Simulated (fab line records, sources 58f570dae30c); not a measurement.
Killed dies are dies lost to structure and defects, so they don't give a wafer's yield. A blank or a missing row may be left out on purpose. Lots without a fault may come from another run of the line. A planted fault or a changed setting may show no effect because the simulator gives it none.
Chamber matching | flow berkeley_cmos170 | UCB170_V1_CMP_02 on cmp-01: 3 sister chambers
The step polishes SiO2. 6 wafers are shown with their chamber, then 5 later ones without.

WAFERS WITH THEIR CHAMBER
wafer  | chamber | motor_current_A (A) | platen_rpm (rpm)
L114.4 | 2       | 13.9                | 59.96
L114.5 | 2       | 13.9                | 59.98
L116.2 | 0       | 13.8                | 60.03
L116.5 | 1       | 14.2                | 60.00
L117.1 | 0       | 14.6                | 60.03
L117.2 | 1       | 15.0                | 59.95

WAFERS WITHOUT THEIR CHAMBER
wafer  | motor_current_A (A) | platen_rpm (rpm)
L117.5 | 13.3                | 59.99
L121.4 | 14.6                | 59.95
L121.6 | 13.8                | 59.95
L124.1 | 14.2                | 59.92
L124.4 | 14.1                | 59.95

WHICH CHAMBER EACH WENT THROUGH
wafer  | from the rows above          | in truth
L117.5 | can't be placed: 2 or 0 or 1 | 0
L121.4 | can't be placed: 1 or 2      | 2
L121.6 | can't be placed: 2 or 1      | 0
L124.1 | can't be placed: 2 or 1      | 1
L124.4 | can't be placed: 2 or 1      | 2
Placed correctly: 0 of 5. Can't be placed from these rows: 5 (the true chamber is among the candidates in 4). Placed wrongly: 0.
How it was worked out, from the rows above alone: a wafer's distance from a chamber is the root of the sum, over the readings, of the square of ((its reading less the chamber's mean) divided by the reading's scatter). The wafer belongs to the nearest chamber; if the next one is less than 2 further off, it can't be placed. A chamber's mean is the mean of its shown wafers. The scatter: the root of (the sum of the squares of (reading less its chamber's mean) over the shown wafers, divided by (wafers less chambers)).
